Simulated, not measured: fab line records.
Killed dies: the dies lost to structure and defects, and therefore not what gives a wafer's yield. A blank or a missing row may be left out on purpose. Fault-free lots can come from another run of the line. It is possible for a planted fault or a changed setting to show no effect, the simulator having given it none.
fab line records + flow rit_cmos
record:
- lots: 14
- wafers: 42
- last_day: 7
route steps=202 shown PSD@147
lots untouched by any fault: they come from a run of this same line in which no faults occurred
start_h: hours from the record's first day to the start of the lot's first wafer shown + wait_h: hours elapsed since this lot's preceding step + " as in the row above + L1.1+2: a single row standing in for several wafers + - value missing, or start not given + * or withheld: withheld + < > ~ a bound
route shown NAME@n: NAME is a module with steps in the file, n the number in the route of the first one + usual: average and standard deviation across the fault-free wafers + same: alike in all rows + chamber/n: place in a boat + sites: per-site readings + _std_site: standard deviation across them + _edge_site: outer sites' mean less inner sites' + radius_mm: how far each site lies from the wafer's centre + mask NAME#n: copy n + behind: the most recent tool/chamber to have shaped the wafer + hold: what put the lot on hold/how long, in hours/how the hold closed + device: transistor that didn't switch, given as n, p or np + end of line: tests run on the same wafers once the route is complete + a step given without rows: its recipe and nothing more + killed: not the wafer's yield, but the dies lost to structure and defects at the first sort + map: per-die view of a wafer (x killed, . not killed, _ where there is no die)
set.NAME: the setting the step ran with; set.NAME@STEP: the setting that earlier step ran with + model.NAME: the simulator's own value behind a step, which no gauge read
one table for each step of the route and one row for each wafer, over a sample of lots
services: when a tool's chamber went out of use (start_h, in hours from the record's first day, below 0 if earlier), for how many hours, and the reason
== steps ==
step: RIT_PSD_DEVELOP_05
recipe:
- resist: NOVOLAK
- develop_time_s: 50
- dev_temp_c: 23
usual:
- chill_plate_temp_C: 23.01/0.11
- develop_time_s: 50/0
| lot.wafer | tool           | chamber | start_h | wait_h | chill_plate_temp_C | develop_time_s |
|-----------|----------------|---------|---------|--------|--------------------|----------------|
| L302.2    | litho_track-04 | 0       | 63      | -      | 22.97              | 50             |
| L302.4    | "              | 0       | "       | "      | 23.21              | 50             |
| L302.6    | "              | 0       | "       | "      | 23.08              | 50             |
| L303.3    | litho_track-03 | 0       | 66      | -      | 22.93              | 50             |
| L303.4    | "              | 0       | "       | "      | 22.93              | 50             |
| L303.5    | "              | 0       | "       | "      | 23.05              | 50             |
| L304.3    | litho_track-02 | 0       | 66      | -      | 23.12              | 50             |
| L304.4    | "              | 0       | "       | "      | 23.01              | 50             |
| L304.6    | "              | 0       | "       | "      | 23.16              | 50             |
| L305.1    | litho_track-03 | 0       | 70      | -      | 22.99              | 50             |
| L305.2    | "              | 0       | "       | "      | 22.94              | 50             |
| L305.3    | "              | 0       | "       | "      | 22.89              | 50             |
| L308.3    | litho_track-04 | 0       | 82      | -      | 23.18              | 50             |
| L308.4    | "              | 0       | "       | "      | 23.21              | 50             |
| L308.5    | "              | 0       | "       | "      | 23.23              | 50             |
| L309.1    | litho_track-03 | 0       | 94      | -      | 22.84              | 50             |
| L309.2    | "              | 0       | "       | "      | 22.74              | 50             |
| L309.5    | "              | 0       | "       | "      | 22.80              | 50             |
| L314.1    | litho_track-02 | 0       | 115     | -      | 22.95              | 50             |
| L314.3    | "              | 0       | "       | "      | 22.80              | 50             |
| L314.4    | "              | 0       | "       | "      | 22.88              | 50             |
| L317.1    | litho_track-03 | -       | 131     | -      | -                  | -              |
| L317.5    | "              | -       | 132     | -      | -                  | -              |
| L317.6    | "              | -       | "       | "      | -                  | -              |
| L318.1    | litho_track-04 | -       | 137     | -      | -                  | -              |
| L318.4    | "              | -       | "       | "      | -                  | -              |
| L318.6    | "              | -       | "       | "      | -                  | -              |
| L319.2    | litho_track-02 | 0       | 140     | -      | 23.01              | 50             |
| L319.3    | "              | 0       | "       | "      | 22.88              | 50             |
| L319.5    | "              | 0       | "       | "      | 22.87              | 50             |
| L321.4    | litho_track-03 | 0       | 148     | -      | 22.91              | 50             |
| L321.5    | "              | 0       | "       | "      | 22.94              | 50             |
| L321.6    | "              | 0       | "       | "      | 22.76              | 50             |
| L322.3    | litho_track-02 | 0       | 150     | -      | 23.05              | 50             |
| L322.5    | "              | 0       | "       | "      | 22.94              | 50             |
| L322.6    | "              | 0       | "       | "      | 23.05              | 50             |
| L323.2    | litho_track-03 | 0       | 159     | -      | 23.03              | 50             |
| L323.5    | "              | 0       | "       | "      | 22.94              | 50             |
| L323.6    | "              | 0       | "       | "      | 23.04              | 50             |
| L324.4    | litho_track-04 | 0       | 163     | -      | 23.10              | 50             |
| L324.5    | "              | 0       | "       | "      | 23.07              | 50             |
| L324.6    | "              | 0       | "       | "      | 23.07              | 50             |
== services ==
| tool           | chamber | start_h | hours | kind                      |
|----------------|---------|---------|-------|---------------------------|
| litho_track-02 | -       | 93.02   | -     | consumable_replace:filter |
== key ==
first_sign:
- step: RIT_PSD_DEVELOP_05
- reading: tool_record
- direction: missing
effect none on later readings
met_at RIT_PSD_DEVELOP_05
struck_lots L317,L318
sort_left_out L317.1,L317.5,L317.6,L318.1,L318.4,L318.6
tester_left_out L317,L318
onset_between 94 131
fault:
- kind: skipped_step_whole
- tool: litho_track-03,litho_track-04
- chamber: -
- onset_h: 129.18
- steps: RIT_PSD_DEVELOP_05
- scope: struck_lots_only
tester_left_out: of these lots the tester's yield and bins aren't shown, on N5 and GAA mostly nor the transistor test; their killed dies are dies lost to structure and defects alone, not to doping, threshold or leakage, so they don't give the yield
sort_left_out: the simulated sort isn't trusted on such a fault, so these wafers' sort isn't shown, and their yield isn't known
